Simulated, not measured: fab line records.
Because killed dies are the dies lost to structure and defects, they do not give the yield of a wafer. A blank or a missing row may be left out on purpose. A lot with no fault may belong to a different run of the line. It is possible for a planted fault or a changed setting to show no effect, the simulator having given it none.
Split-lot study :: flow rit cmos :: 23 wafers read across 5 lots, on a route 202 steps long

## ABOUT THE SPLIT
At RIT_NRETRO_IMPLANT_08, the setting energy kev was moved away from the recipe's 70 on 7 of the 23 wafers read, by -4.1% to +5.7%. For the rest of the wafers, this setting stayed at what the recipe calls for.

The split's own step is where the reading is taken.

## THE READING
implant.drp nm (the simulator's own value, which no gauge read), in nm, at RIT_NRETRO_IMPLANT_08. The file gives no usual value for it.

wafer: L074.1
tool, chamber at the split: implanter-02, 0
energy kev as run: 70
against the recipe: recipe
implant.drp nm, nm: 33.94
against lot-mates on the recipe: -

wafer: L074.3
tool, chamber at the split: implanter-02, 0
energy kev as run: 70
against the recipe: recipe
implant.drp nm, nm: 33.94
against lot-mates on the recipe: -

wafer: L074.6
tool, chamber at the split: implanter-02, 0
energy kev as run: 70
against the recipe: recipe
implant.drp nm, nm: 33.94
against lot-mates on the recipe: -

wafer: L074.2
tool, chamber at the split: implanter-02, 0
energy kev as run: 72.54
against the recipe: +3.6%
implant.drp nm, nm: 34.97
against lot-mates on the recipe: +1.03

wafer: L074.5
tool, chamber at the split: implanter-02, 0
energy kev as run: 72.54
against the recipe: +3.6%
implant.drp nm, nm: 34.97
against lot-mates on the recipe: +1.03

wafer: L076.1
tool, chamber at the split: implanter-01, 0
energy kev as run: 70
against the recipe: recipe
implant.drp nm, nm: 33.94
against lot-mates on the recipe: -

wafer: L076.3
tool, chamber at the split: implanter-01, 0
energy kev as run: 70
against the recipe: recipe
implant.drp nm, nm: 33.94
against lot-mates on the recipe: -

wafer: L076.6
tool, chamber at the split: implanter-01, 0
energy kev as run: 70
against the recipe: recipe
implant.drp nm, nm: 33.94
against lot-mates on the recipe: -

wafer: L077.1
tool, chamber at the split: implanter-01, 0
energy kev as run: 70
against the recipe: recipe
implant.drp nm, nm: 33.94
against lot-mates on the recipe: -

wafer: L077.2
tool, chamber at the split: implanter-01, 0
energy kev as run: 70
against the recipe: recipe
implant.drp nm, nm: 33.94
against lot-mates on the recipe: -

wafer: L077.4
tool, chamber at the split: implanter-01, 0
energy kev as run: 70
against the recipe: recipe
implant.drp nm, nm: 33.94
against lot-mates on the recipe: -

wafer: L077.5
tool, chamber at the split: implanter-01, 0
energy kev as run: 70
against the recipe: recipe
implant.drp nm, nm: 33.94
against lot-mates on the recipe: -

wafer: L077.6
tool, chamber at the split: implanter-01, 0
energy kev as run: 70
against the recipe: recipe
implant.drp nm, nm: 33.94
against lot-mates on the recipe: -

wafer: L079.1
tool, chamber at the split: implanter-01, 0
energy kev as run: 70
against the recipe: recipe
implant.drp nm, nm: 33.94
against lot-mates on the recipe: -

wafer: L079.6
tool, chamber at the split: implanter-01, 0
energy kev as run: 70
against the recipe: recipe
implant.drp nm, nm: 33.94
against lot-mates on the recipe: -

wafer: L079.2
tool, chamber at the split: implanter-01, 0
energy kev as run: 74
against the recipe: +5.7%
implant.drp nm, nm: 35.56
against lot-mates on the recipe: +1.62

wafer: L079.4
tool, chamber at the split: implanter-01, 0
energy kev as run: 74
against the recipe: +5.7%
implant.drp nm, nm: 35.56
against lot-mates on the recipe: +1.62

wafer: L079.5
tool, chamber at the split: implanter-01, 0
energy kev as run: 74
against the recipe: +5.7%
implant.drp nm, nm: 35.56
against lot-mates on the recipe: +1.62

wafer: L081.2
tool, chamber at the split: implanter-01, 0
energy kev as run: 70
against the recipe: recipe
implant.drp nm, nm: 33.94
against lot-mates on the recipe: -

wafer: L081.3
tool, chamber at the split: implanter-01, 0
energy kev as run: 70
against the recipe: recipe
implant.drp nm, nm: 33.94
against lot-mates on the recipe: -

wafer: L081.4
tool, chamber at the split: implanter-01, 0
energy kev as run: 70
against the recipe: recipe
implant.drp nm, nm: 33.94
against lot-mates on the recipe: -

wafer: L081.5
tool, chamber at the split: implanter-01, 0
energy kev as run: 67.1
against the recipe: -4.1%
implant.drp nm, nm: 32.74
against lot-mates on the recipe: -1.20

wafer: L081.6
tool, chamber at the split: implanter-01, 0
energy kev as run: 67.1
against the recipe: -4.1%
implant.drp nm, nm: 32.74
against lot-mates on the recipe: -1.20

FIT RESULTS
A straight line over all 23 wafers: implant.drp nm changes by +0.285 nm for each +1% of energy kev; r = +1.00; the points scatter about the line by 0.006 nm.
The same after taking each lot's own level away (the mean of its wafers on the recipe; 23 wafers): +0.285 nm for each +1%; r = +1.00; scatter 0.006 nm.
The reading moves by 1.6 nm for the largest change in energy kev, on that fit.
The lots' own levels span 33.940 to 33.940 nm.
The two slopes agree, so the slope changes little with the lot-to-lot level.
Check: +1.63 nm against its lot-mates is what the line predicts for one of the wafers moved furthest among these (+5.7%) when that wafer is left out of the fit. Against them it came out at +1.62 nm.

## THESE WAFERS: OTHER SPLITS
Note: prior to the reading, these wafers also went through further splits. Each is held against what the fit with the lots' levels taken away leaves over:
other split on the same wafers: RIT_ACTIVE_COAT_06 resist thk nm
wafers away from the commonest value: 8
r with implant.drp nm (lot level and that fit taken away): +0.09

other split on the same wafers: RIT_ACTIVE_DEVELOP_10 develop time s
wafers away from the commonest value: 11
r with implant.drp nm (lot level and that fit taken away): -0.28

other split on the same wafers: RIT_ACTIVE_ETCH_13 rf w
wafers away from the commonest value: 11
r with implant.drp nm (lot level and that fit taken away): -0.18

other split on the same wafers: RIT_NWELL_IMPLANT_08 dose cm2
wafers away from the commonest value: 8
r with implant.drp nm (lot level and that fit taken away): +0.39

## THE WHOLE CHAIN: every reading that the file lists as answering this split, in the file's order
step: RIT_NRETRO_IMPLANT_08
what it does: 
reading: implant.rp nm (the simulator's own value, which no gauge read)
change (the file's fit): +0.863 nm for each +1% of the setting
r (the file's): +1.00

step: RIT_NRETRO_IMPLANT_08
what it does: 
reading: implant.drp nm (the simulator's own value, which no gauge read)
change (the file's fit): +0.286 nm for each +1% of the setting
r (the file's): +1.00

## FILE'S OWN FIT
implant.drp nm changes by +0.286 nm for each +1% of energy kev, r = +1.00.
